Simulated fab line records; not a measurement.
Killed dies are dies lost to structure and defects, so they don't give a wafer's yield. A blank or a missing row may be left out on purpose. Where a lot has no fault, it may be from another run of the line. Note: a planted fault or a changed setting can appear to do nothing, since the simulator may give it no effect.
Struck lot and sound lot, side by side	flow berkeleyCmos170	44 out of 331 route steps
Sound: these wafers, L857.3, L857.4, L857.6. Struck: wafers L867.3, L867.6 (left out: L867.1, a lot-mate that was not struck); the cause follows at the end.
Per side, at each step with rows, come the tool, then ch with its chambers, and then its first start. Under that, the readings that differ: sound wafers	struck wafers	difference of the means	sigmas: that difference in standard deviations of wafers without a fault.
alike: words and numbers the same on both sides, and readings whose means are apart by under 2 such deviations; not compared: readings that were withheld, readings missing a value for some wafer, numbers with overlapping values and no deviation given by the record, and bounds like >300 which may hide the same value.
A row with sigmas, a row that says differs or no value, or rows on one side alone: a step with any of these is where the two part. When numbers do not overlap yet have no deviation, they are printed without sigmas and do not part them. A reading that every wafer of one side lacks parts them only if that side has two wafers or more.

first, 5 steps without rows for these wafers: UCB170_NLDD_COAT_01 (resist thk 900 nm); UCB170_NLDD_SOFTBAKE_02 (time 60 s); UCB170_NLDD_EXPOSE_03 (exposes mask NSELECT, target cd 1200 nm); UCB170_NLDD_PEB_04; UCB170_NLDD_DEVELOP_05 (develop time 45 s).
UCB170_NLDD_CD_MEAS_06: target cd 1200 nm.
  sound on cdSem-01 at day 8 03:13; struck on cdSem-02 at day 9 16:13
  alike: cdNm
UCB170_NLDD_OVL_MEAS_07:
  sound on overlay-01 at day 8 03:18; struck on overlay-01 at day 9 16:20
  alike: NLDD_OVL
then, 2 steps without rows for these wafers: UCB170_NLDD_IMPLANT_08; UCB170_NLDD_IMPLANT_09.
UCB170_NLDD_STRIP_10: strips in O2.
  sound on plasmaAsher-01 ch 0,1, day 8 03:40; struck on plasmaAsher-04 ch 0,1, day 9 16:41
  alike: drypumpMotorCurrentA, oesProductAu, stripTimeToEndpointS
  not compared: rfHoursCounterH
UCB170_NLDD_TW_MEAS_11:
  sound on filmMetro-03 at day 8 03:48; struck on filmMetro-02 at day 9 16:47
  alike: NLDD_TW
then, 1 step without rows for these wafers: UCB170_NLDD_CLEAN_12 (cleans in SPM, time 600 s).
UCB170_SPACER_CVD_00: deposits SiO2 from TEOS/O2, target thk 376 nm, time 47 s.
  sound on pecvd-03 ch 0,2, day 8 04:08; struck on pecvd-03 ch 0, day 9 17:09
  alike: heaterPowerW
UCB170_SPACER_THK_MEAS_01:
  sound on filmMetro-04 at day 8 04:11; struck on filmMetro-01 at day 9 17:12
reading	sound	struck	difference	sigmas
SPACER_TEOS_THK (nm)	371 372 375	304 313	-64	-10
then, 1 step without rows for these wafers: UCB170_SPACER_ANNEAL_02 (time 1800 s).
UCB170_SPACER_ETCHBACK_03: etches SiO2 in CHF3/CF4/Ar, stops on Si, target depth 376 nm, time 100 s.
  sound on rieDiel-02 ch 1,3, day 8 07:46; struck on rieDiel-04 ch 1,3, day 9 21:33
reading	sound	struck	difference	sigmas
drypumpMotorCurrentA (A)	5.0 5.3 5.1	6.4 5.6	+0.9	+2
oesProductAu (a.u.)	0.907 0.906 0.907	0.772 0.780	-0.131	-8
  alike: CHF3_flow_sccm, throttleValvePct
  not compared: rfHoursCounterH
then, 6 steps without rows for these wafers: UCB170_PSD_HMDS_00 (prime time 60 s); UCB170_PSD_COAT_01 (resist thk 900 nm); UCB170_PSD_SOFTBAKE_02 (time 60 s); UCB170_PSD_EXPOSE_03 (exposes mask PSELECT MOD, target cd 1200 nm); UCB170_PSD_PEB_04; UCB170_PSD_DEVELOP_05 (develop time 45 s).
UCB170_PSD_CD_MEAS_06: target cd 1200 nm.
  sound on cdSem-02 at day 8 09:38; struck on cdSem-01 at day 9 23:04
  alike: cdNm
UCB170_PSD_OVL_MEAS_07:
  sound on overlay-01 at day 8 09:44; struck on overlay-02 at day 9 23:11
  alike: PSD_OVL
next, for these wafers, 1 step has no rows: UCB170_PSD_IMPLANT_08.
UCB170_PSD_STRIP_09: strips in O2.
  sound on plasmaAsher-04 ch 0,1, day 8 09:56; struck on plasmaAsher-02 ch 1, day 9 23:23
reading	sound	struck	difference	sigmas
stripTimeToEndpointS (s)	29.47 29.38 29.38	29.26 29.22	-0.17	-2
  alike: drypumpMotorCurrentA, oesProductAu
  not compared: rfHoursCounterH
UCB170_PSD_TW_MEAS_10:
  sound on filmMetro-01 at day 8 10:02; struck on filmMetro-02 at day 9 23:29
reading	sound	struck	difference	sigmas
PSD_TW	2294 2292 2291	2339 2328	+41	+2
then, 7 steps without rows for these wafers: UCB170_PSD_CLEAN_11 (cleans in SPM, time 600 s); UCB170_NSD_HMDS_00 (prime time 60 s); UCB170_NSD_COAT_01 (resist thk 900 nm); UCB170_NSD_SOFTBAKE_02 (time 60 s); UCB170_NSD_EXPOSE_03 (exposes mask NSELECT MOD, target cd 1200 nm); UCB170_NSD_PEB_04; UCB170_NSD_DEVELOP_05 (develop time 45 s).
UCB170_NSD_CD_MEAS_06: target cd 1200 nm.
  sound on cdSem-01 at day 8 12:05; struck on cdSem-01 at day 10 00:48
  alike: cdNm
UCB170_NSD_OVL_MEAS_07:
  sound on overlay-02 at day 8 12:10; struck on overlay-01 at day 10 00:55
  alike: NSD_OVL
next, for these wafers, 1 step has no rows: UCB170_NSD_IMPLANT_08.
UCB170_NSD_STRIP_09: strips in O2.
  sound on plasmaAsher-01 ch 0,1, day 8 12:23; struck on plasmaAsher-03 ch 0,1, day 10 01:06
  alike: drypumpMotorCurrentA, oesProductAu, stripTimeToEndpointS
  not compared: rfHoursCounterH
UCB170_NSD_TW_MEAS_10:
  sound on filmMetro-02 at day 8 12:28; struck on filmMetro-03 at day 10 01:12
  alike: NSD_TW
then, 3 steps without rows for these wafers: UCB170_NSD_CLEAN_11 (cleans in SPM, time 600 s); UCB170_BACKSIDE_HMDS_00 (prime time 60 s); UCB170_BACKSIDE_COAT_01 (resist thk 900 nm).
UCB170_V2_ETCH_14: etches SiO2 in CHF3/CF4/Ar, stops on Al, target depth 1250 nm, time 291 s.
  sound on rieDiel-01 ch 0,2,3, day 9 08:37; struck on rieDiel-04 ch 2, day 11 03:35
reading	sound	struck	difference	sigmas
oesProductAu (a.u.)	0.879 0.878 0.857	0.898 0.898	+0.027	+2
model.V2.cdNm (nm)	698.2 700.4 699.6	705.2 705.9	+6.1	
  alike: CHF3_flow_sccm, drypumpMotorCurrentA, throttleValvePct
  not compared: rfHoursCounterH
UCB170_M3_PROBE_99:
  the record holds rows for the sound wafers here (prober-02, day 9 13:05) but none for the struck ones

WHERE THEY PART
Last at UCB170_M3_PROBE_99 as far as this record goes, first at UCB170_SPACER_THK_MEAS_01.

WHY: the cause the simulator had injected
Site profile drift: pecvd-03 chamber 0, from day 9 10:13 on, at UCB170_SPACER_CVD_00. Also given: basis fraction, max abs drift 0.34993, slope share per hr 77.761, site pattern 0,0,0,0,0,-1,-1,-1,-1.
